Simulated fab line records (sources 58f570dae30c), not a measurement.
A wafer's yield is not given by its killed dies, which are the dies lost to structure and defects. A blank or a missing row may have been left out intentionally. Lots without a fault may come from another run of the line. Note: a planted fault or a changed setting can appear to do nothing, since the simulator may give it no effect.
fab line records	flow berkeley-cmos170
record lots=6	wafers=18	last-day=12
route steps=331 shown GATE@129 PLDD@145 M3@331
lots with no fault: from the same line, run without faults
start-h: start of the lot's first displayed wafer, in hours after the record's first day	wait-h: how many hours have passed since the lot's step before this one	" identical to the entry in the row above	L1.1+2: several wafers, shown together as one row	- no value, or no start given	* or withheld: withheld	< > ~ a bound
route shown NAME@n: names a module that has steps shown in the file, with the first one's number in the route	usual: mean/standard deviation of fault-free wafers	same: alike in all rows	chamber/n: place in a boat	sites: per-site readings	_std_site: the values' standard deviation	_edge_site: outer sites' mean less inner sites'	radius-mm: how far each site lies from the wafer's centre	mask NAME#n: copy n	behind: the most recent tool/chamber to have shaped the wafer	hold: cause of the lot's hold/its duration in hours/its outcome	device: the n, p or np transistor that did not switch	end of line: the route-end tests of the same wafers	a step with no rows: only its recipe	killed: count of dies lost to structure and defects at first sort (not the wafer's yield)	map: a wafer's dies, x killed, . not, _ none there
set.NAME: the run value of the setting; set.NAME@STEP: its run value at that earlier step	model.NAME: the simulator's own value behind a step, which no gauge read
a table for each step, a row for each wafer; lots at some steps of the route
services: from which hour (start-h, from the record's first day; less than 0 if before it) a tool's chamber was out of use, for how many hours, and why
## steps
# step UCB170_GATE_ANNEAL_03
# recipe temp-c=900	time-s=1800	ambient=N2
# step UCB170_GATE_CVD_04
# recipe material=poly-Si	temp-c=610	precursor=SiH4	time-s=1440	pressure-mtorr=375	target-thk-nm=214	sih4-flow-sccm=120
# step UCB170_GATE_THK_MEAS_05
# recipe reads=poly-Si_of_GATE_CVD_04
# usual GATE_POLY_THK=214.8/2.6
lot.wafer	tool	chamber	start-h	wait-h	GATE_POLY_THK[nm]
L316.1	film-metro-03	-	151.67	0.0	214.7
L316.3	"	-	"	"	214.4
L316.5	"	-	"	"	215.1
L322.2	film-metro-03	-	184.51	0.1	209.4
L322.3	"	-	"	"	211.0
L322.4	"	-	"	"	211.2
L328.2	film-metro-01	-	215.30	0.0	214.9
L328.5	"	-	"	"	214.5
L328.6	"	-	"	"	213.8
L329.2	film-metro-02	-	219.17	0.0	216.2
L329.3	"	-	"	"	217.6
L329.4	"	-	"	"	217.0
L330.3	film-metro-01	-	229.95	0.0	216.8
L330.4	"	-	"	"	217.0
L330.6	"	-	"	"	216.7
L336.2	film-metro-03	-	247.85	0.0	212.4
L336.3	"	-	"	"	212.6
L336.5	"	-	"	"	212.6
# step UCB170_GATE_COAT_06
# recipe resist=BARC	temp-c=withheld	time-s=withheld	spin-rpm=3000	resist-thk-nm=withheld
# step UCB170_GATE_COAT_07
# recipe resist=KrF	spin-rpm=1500	resist-thk-nm=900
# step UCB170_GATE_SOFTBAKE_08
# recipe resist=KrF	temp-c=130	time-s=60
# step UCB170_GATE_EXPOSE_09
# recipe mask-id=POLY	target-cd-nm=350	na=0.5	sigma-outer=0.6	source-shape=conventional	dose-mj=21
# step UCB170_GATE_PEB_10
# recipe peb-temp-c=130	peb-time-s=withheld	resist=KrF
# step UCB170_GATE_DEVELOP_11
# recipe developer=TMAH	develop-time-s=45	resist=KrF	dev-temp-c=21
# step UCB170_GATE_CD_MEAS_12
# recipe target-cd-nm=350
# usual cd-nm=349.9/1.4
lot.wafer	tool	chamber	start-h	wait-h	cd-nm
L316.1	cd-sem-02	-	153.58	-	350.7
L316.3	"	-	"	"	351.0
L316.5	"	-	"	"	351.8
L322.2	cd-sem-02	-	186.18	-	346.2
L322.3	"	-	"	"	347.4
L322.4	"	-	"	"	346.9
L328.2	cd-sem-02	-	217.43	-	352.2
L328.5	"	-	"	"	352.3
L328.6	"	-	"	"	352.7
L329.2	cd-sem-02	-	220.46	-	348.9
L329.3	"	-	"	"	350.0
L329.4	"	-	"	"	347.4
L330.3	cd-sem-02	-	231.20	-	347.6
L330.4	"	-	"	"	349.3
L330.6	"	-	"	"	348.8
L336.2	cd-sem-02	-	248.96	-	349.4
L336.3	"	-	"	"	349.4
L336.5	"	-	"	"	349.3
# step UCB170_GATE_OVL_MEAS_13
# usual GATE_OVL=5/5.1
lot.wafer	tool	chamber	start-h	wait-h	GATE_OVL[nm]
L316.1	overlay-01	-	153.70	0.1	6
L316.3	"	-	"	"	8
L316.5	"	-	"	"	18
L322.2	overlay-01	-	186.28	0.1	13
L322.3	"	-	"	"	4
L322.4	"	-	"	"	8
L328.2	overlay-01	-	217.54	0.1	12
L328.5	"	-	"	"	8
L328.6	"	-	"	"	12
L329.2	overlay-01	-	220.56	0.1	0
L329.3	"	-	"	"	0
L329.4	"	-	"	"	1
L330.3	overlay-01	-	231.29	0.1	6
L330.4	"	-	"	"	6
L330.6	"	-	"	"	7
L336.2	overlay-01	-	249.07	0.1	7
L336.3	"	-	"	"	5
L336.5	"	-	"	"	8
# step UCB170_GATE_ETCH_14
# recipe chemistry=N2/H2	target-depth-a=withheld	overetch-a=withheld	target=BARC	time-s=withheld	source-w=500	bias-w=100	pressure-mtorr=30	n2-flow-sccm=100	h2-flow-sccm=200
# usual drypump-motor-current-A=5.7/0.38	oes-product-au=1.013/0.024	throttle-valve-pct=13.33/0.16
lot.wafer	tool	chamber	start-h	wait-h	drypump-motor-current-A	oes-product-au	throttle-valve-pct
L316.1	rie-diel-04	1	153.73	0.0	5.9	1.027	13.34
L316.3	"	0	"	"	6.0	1.005	13.24
L316.5	"	0	"	"	6.0	1.007	13.24
L322.2	rie-diel-02	2	186.31	0.0	5.7	0.999	13.38
L322.3	"	1	"	"	6.5	1.015	13.30
L322.4	"	0	"	"	6.3	0.977	13.75
L328.2	rie-diel-03	2	217.57	0.0	5.5	1.054	13.31
L328.5	"	3	"	"	5.8	1.002	13.02
L328.6	"	0	"	"	5.6	0.981	13.32
L329.2	rie-diel-03	0	220.59	0.0	5.6	0.988	13.33
L329.3	"	1	"	"	5.0	1.049	13.37
L329.4	"	3	"	"	5.8	1.007	13.01
L330.3	rie-diel-03	2	231.32	0.0	5.5	1.053	13.31
L330.4	"	0	"	"	5.6	0.989	13.33
L330.6	"	2	"	"	5.5	1.056	13.31
L336.2	rie-diel-04	1	249.10	0.0	5.9	1.034	13.34
L336.3	"	0	"	"	6.0	1.012	13.25
L336.5	"	0	"	"	5.9	1.010	13.27
# step UCB170_GATE_ETCH_15
# recipe chemistry=HBr/Cl2	target=poly-Si	stop-on=SiO2	over-etch-frac=0.3	icp-w=300	bias-w=150	time-s=56.3	pressure-mtorr=15	HBr_flow_sccm=150	Cl2_flow_sccm=50	target-depth-a=2782
# usual drypump-motor-current-A=5.7/0.4	mfc-cl2-sccm=50.00/0.15	oes-product-au=0.832/0.014	throttle-valve-pct=26.44/0.14
lot.wafer	tool	chamber	start-h	wait-h	drypump-motor-current-A	mfc-cl2-sccm	oes-product-au	rf-hours-counter-h	throttle-valve-pct	model.KrF_of_GATE_COAT_07.thk-nm	model.GATE.feature-depth-nm	model.etch.depth-nm
L316.1	rie-si-02	3	153.77	-	5.3	50.04	0.826	2	26.50	776.3	214.8	214.8
L316.3	"	1	"	"	5.5	49.91	0.814	1	26.47	778.5	214.4	214.3
L316.5	"	2	"	"	5.9	50.26	0.862	-	26.69	779.2	215.1	215.1
L322.2	rie-si-01	3	186.36	-	6.1	49.84	0.818	2	26.25	772.2	209.3	209.3
L322.3	"	1	"	"	6.0	50.04	0.831	107	26.33	776.9	211	211
L322.4	"	0	"	"	5.1	49.95	0.814	56	26.57	775.9	211.2	211.2
L328.2	rie-si-02	3	217.61	-	5.2	49.77	0.829	2	26.51	803.1	214.4	214.4
L328.5	"	2	"	"	5.9	50.01	0.833	-	26.68	805.7	209.8	209.8
L328.6	"	1	"	"	5.5	49.96	0.817	-	26.47	801.3	213.9	213.9
L329.2	rie-si-01	3	220.63	-	6.2	49.90	0.831	2	26.25	767.8	216.3	216.2
L329.3	"	0	"	"	5.2	49.90	0.820	57	26.55	770.2	217.7	217.6
L329.4	"	2	"	"	5.4	50.02	0.852	25	26.31	771.1	217.1	217.1
L330.3	rie-si-02	1	231.36	-	5.5	49.87	0.821	1	26.46	797.8	217	217
L330.4	"	2	"	"	5.9	50.08	0.848	1	26.66	801	213.3	213.3
L330.6	"	2	"	"	5.9	50.04	0.846	-	26.68	801.1	212.4	212.4
L336.2	rie-si-01	2	249.14	-	5.4	49.88	0.836	26	26.28	773.3	212.4	212.3
L336.3	"	3	"	"	6.1	50.11	0.813	2	26.24	773.8	212.7	212.6
L336.5	"	2	"	"	5.4	49.60	0.828	-	26.29	772.8	212.7	212.7
# step UCB170_GATE_STRIP_16
# recipe chemistry=O2	power-w=400	pressure-mtorr=3500	platen-temp-c=withheld	o2-flow-sccm=400	overash-fraction=0.5
# usual drypump-motor-current-A=5.9/0.33	oes-product-au=0.725/0.0038
lot.wafer	tool	chamber	start-h	wait-h	drypump-motor-current-A	oes-product-au	rf-hours-counter-h
L316.1	plasma-asher-03	1	153.82	0.0	5.7	0.730	4
L316.3	"	1	"	"	5.8	0.725	-
L316.5	"	0	"	"	6.0	0.727	-
L322.2	plasma-asher-04	1	186.40	0.0	5.3	0.728	47
L322.3	"	1	"	"	5.3	0.728	-
L322.4	"	0	"	"	6.1	0.726	-
L328.2	plasma-asher-03	0	217.66	0.0	6.0	0.728	11
L328.5	"	1	"	"	5.7	0.721	-
L328.6	"	0	"	"	5.9	0.733	-
L329.2	plasma-asher-03	1	220.68	0.0	5.7	0.725	12
L329.3	"	0	"	"	5.9	0.721	-
L329.4	"	1	"	"	5.7	0.722	-
L330.3	plasma-asher-04	0	231.44	0.1	6.1	0.726	-
L330.4	"	1	"	"	5.4	0.730	-
L330.6	"	0	"	"	6.2	0.733	-
L336.2	plasma-asher-03	0	249.19	0.0	5.9	0.724	15
L336.3	"	0	"	"	5.9	0.722	-
L336.5	"	0	"	"	5.9	0.724	-
# step UCB170_GATE_CD_MEAS_90
# recipe target-cd-nm=350
# usual cd-nm=349.9/1.5
lot.wafer	tool	chamber	start-h	wait-h	cd-nm
L316.1	cd-sem-01	-	153.92	0.1	351.9
L316.3	"	-	"	"	352.1
L316.5	"	-	"	"	351.9
L322.2	cd-sem-01	-	186.52	0.1	345.7
L322.3	"	-	"	"	348.1
L322.4	"	-	"	"	347.5
L328.2	cd-sem-02	-	217.78	0.1	352.5
L328.5	"	-	"	"	351.2
L328.6	"	-	"	"	352.1
L329.2	cd-sem-01	-	220.80	0.1	348.7
L329.3	"	-	"	"	349.3
L329.4	"	-	"	"	347.4
L330.3	cd-sem-02	-	231.55	0.1	347.4
L330.4	"	-	"	"	349.6
L330.6	"	-	"	"	348.7
L336.2	cd-sem-02	-	249.31	0.1	349.9
L336.3	"	-	"	"	350.1
L336.5	"	-	"	"	349.8
# step UCB170_GATE_CLEAN_17
# recipe chemistry=SPM	temp-c=120	time-s=600
# step UCB170_PLDD_HMDS_00
# recipe prime-time-s=60	prime-temp-c=100
# usual prime-temp-c=100.01/0.14
lot.wafer	tool	chamber	start-h	wait-h	prime-temp-c
L316.1	litho-track-02	0	154.80	0.6	99.90
L316.3	"	0	"	"	100.06
L316.5	"	0	"	"	99.94
L322.2	litho-track-02	0	187.50	0.6	100.10
L322.3	"	0	"	"	100.25
L322.4	"	0	"	"	100.00
L328.6	litho-track-04	0	218.21	0.1	100.04
L329.2	litho-track-02	0	221.70	0.5	100.18
L329.3	"	0	"	"	100.02
L329.4	"	0	"	"	100.00
L330.3	litho-track-03	0	231.87	0.1	99.92
L336.2	litho-track-04	0	249.81	0.2	99.77
L336.3	"	0	"	"	99.90
L336.5	"	0	"	"	99.85
# step UCB170_PLDD_COAT_01
# recipe resist=KrF	spin-rpm=1500	resist-thk-nm=900
# usual dispense-pressure-kPa=48/3.1
lot.wafer	tool	chamber	start-h	wait-h	dispense-pressure-kPa
L316.1	litho-track-02	0	154.95	0.1	50
L316.3	"	0	"	"	50
L316.5	"	0	"	"	50
L322.2	litho-track-02	0	187.65	0.1	50
L322.3	"	0	"	"	50
L322.4	"	0	"	"	50
L328.6	litho-track-04	0	218.36	0.1	51
L329.2	litho-track-02	0	221.85	0.1	50
L329.3	"	0	"	"	50
L329.4	"	0	"	"	50
L330.3	litho-track-03	0	232.02	0.1	43
L336.2	litho-track-04	0	249.96	0.1	51
L336.3	"	0	"	"	51
L336.5	"	0	"	"	51
# step UCB170_M3_PROBE_99
lot.wafer	tool	chamber	start-h	wait-h	model.etest.pldd.line-ohm-um	model.etest.pldd.rs-ohm-sq	model.etest.nldd.line-ohm-um	model.etest.nldd.rs-ohm-sq	model.etest.nplus-sal.width-nm	model.etest.pplus-sal.width-nm	model.etest.pplus-sal.line-ohm-um	model.etest.nplus-sal.line-ohm-um
L316.1	prober-02	-	194.66	0.1	1685	1098	1199	772.2	752.5	748.9	4.875	4.8
L316.3	prober-02	-	194.76	0.2	1612	1029	1200	777.6	767.5	761.2	4.681	4.673
L316.5	prober-02	-	194.86	0.2	1753	1118	1232	788	739.8	737.8	4.857	4.784
L322.2	prober-01	-	230.24	0.3	1824	1117	1273	770.5	708.1	703.7	5.123	5.054
L322.3	prober-01	-	230.29	0.3	1621	1021	1239	778.5	755.3	752.8	4.766	4.714
L322.4	prober-01	-	230.34	0.4	1836	1123	1267	781.2	711.7	706.6	5.051	4.97
L328.2	prober-01	-	254.81	0.1	1980	1193	1345	806.3	710	712.9	5.072	4.987
L328.5	prober-01	-	254.96	0.2	2967	1791	1551	943.9	580.1	581.6	111.8	72.27
L328.6	prober-01	-	255.01	0.2	1901	1148	1290	778.9	697.4	700.5	5.156	4.974
L329.2	prober-02	-	258.83	0.1	1812	1106	1216	756.4	726.5	729.4	4.953	4.863
L329.3	prober-02	-	258.88	0.2	1784	1116	1239	761.5	711.5	714.3	5.151	5.016
L329.4	prober-02	-	258.93	0.2	1825	1114	1230	761.2	710.6	706.9	4.944	5.091
L330.3	prober-01	-	267.84	0.2	1929	1172	1323	809.3	714.8	713.6	5.012	4.945
L330.4	prober-01	-	267.89	0.2	2802	1723	1569	947.9	601.5	600.8	109.7	69.47
L330.6	prober-01	-	267.99	0.2	2999	1857	1602	969.2	599.3	599.6	111.4	71.42
L336.2	prober-01	-	285.59	0.1	1686	1075	1215	768.9	737	736.3	4.925	4.804
L336.3	prober-01	-	285.64	0.2	1704	1070	1207	781.2	740.6	738.7	4.801	4.848
L336.5	prober-01	-	285.74	0.2	1710	1104	1188	774	715	708.3	4.978	4.877
# killed by level:class
L316.1 GATE:geometric-particle:open=1 SPACER:geometric-particle:open=1 M2:geometric-particle:open=1
L316.3 SPACER:geometric-particle:open=1 M2:geometric-particle:short=1
L316.5 SCREENOX:geometric-particle:open=1 SPACER:geometric-particle:open=1 M1:geometric-particle:short=1
L322.2 GATE:geometric-particle:open=2 FIELD:geometric-particle:short=1 SCREENOX:geometric-particle:short=1
L322.3 SILICIDE:geometric-particle:short=1
L322.4 FIELD:geometric-particle:short=1 SPACER:geometric-particle:short=1
L329.2 SPACER:geometric-particle:short=1
L329.3 FIELD:geometric-particle:open=1 SPACER:geometric-particle:short=1
L329.4 WELLDRIVE:geometric-particle:open=1 GATE:geometric-particle:short=1 GATE:geometric-particle:open=1 V1:geometric-particle:short=1 M2:geometric-particle:short=1 M3:geometric-particle:open=1
L336.2 START:geometric-particle:open=1 SILICIDE:geometric-particle:short=1 V2:geometric-particle:open=1
L336.3 V2:geometric-particle:open=3 ACTIVE:geometric-particle:short=1 SCREENOX:geometric-particle:short=1 GATE:geometric-particle:open=1 M1:geometric-particle:short=1
L336.5 WELLDRIVE:geometric-particle:short=1 SACOX:geometric-particle:open=1 CONTACT:geometric-particle:open=1 V2:geometric-particle:open=1
## services
tool	chamber	start-h	hours	kind
rie-diel-04	2	136.62	-	clean
rie-diel-04	2	136.62	21.6	scheduled-down
rie-diel-04	2	136.62	21.6	vent-cycle
plasma-asher-03	-	140.71	2.9	repair
plasma-asher-03	-	156.29	0.7	repair
rie-diel-03	-	164.36	0.3	repair
rie-diel-04	-	174.95	0.1	repair
rie-diel-02	-	178.72	1.2	repair
rie-diel-04	1	195.27	3.9	repair
rie-diel-02	-	196.01	2.8	pm
rie-si-02	3	207.47	8.0	repair
rie-si-01	1	227.23	-	clean
rie-si-01	1	227.23	23.6	scheduled-down
rie-si-01	1	227.23	23.6	vent-cycle
rie-diel-04	2	230.21	70.9	repair
rie-si-02	2	234.69	13.3	repair
rie-diel-03	2	239.04	15.7	repair
rie-si-01	3	240.69	3.9	repair
## key
first-sign step=UCB170_PLDD_HMDS_00	reading=visit	direction=missing
effect step=UCB170_PLDD_COAT_01	reading=visit	direction=missing
model-effect step=UCB170_GATE_ETCH_15	value=KrF_of_GATE_COAT_07.thk-nm	without=778.5	struck=801.7
model-effect step=UCB170_M3_PROBE_99	value=etest.pldd.line-ohm-um	without=1816	struck=2430
met-at UCB170_GATE_ETCH_15
struck-wafers L328.2,L328.5,L328.6,L330.3,L330.4,L330.6
later-rows-left-out L328.2,L328.5,L330.4,L330.6
sort-left-out L328.2,L328.5,L328.6,L330.3,L330.4,L330.6
tester-left-out L328,L330
onset-between 153.77 217.61
fault kind=process-parameter-drift	tool=rie-si-02	chamber=-	onset-h=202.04	steps=UCB170_GATE_ETCH_15	channel=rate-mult	offset=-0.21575	shape=step	end-h=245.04
# tester-left-out: of these lots the tester's yield and bins aren't shown, on N5 and GAA mostly nor the transistor test; their killed dies are dies lost to structure and defects alone, not to doping, threshold or leakage, so they don't give the yield
# sort-left-out: the simulated sort isn't trusted on such a fault, so these wafers' sort isn't shown, and their yield isn't known
# later-rows-left-out: the simulator's readings of these wafers behind a module that went badly wrong aren't trusted and aren't shown, but for the sort
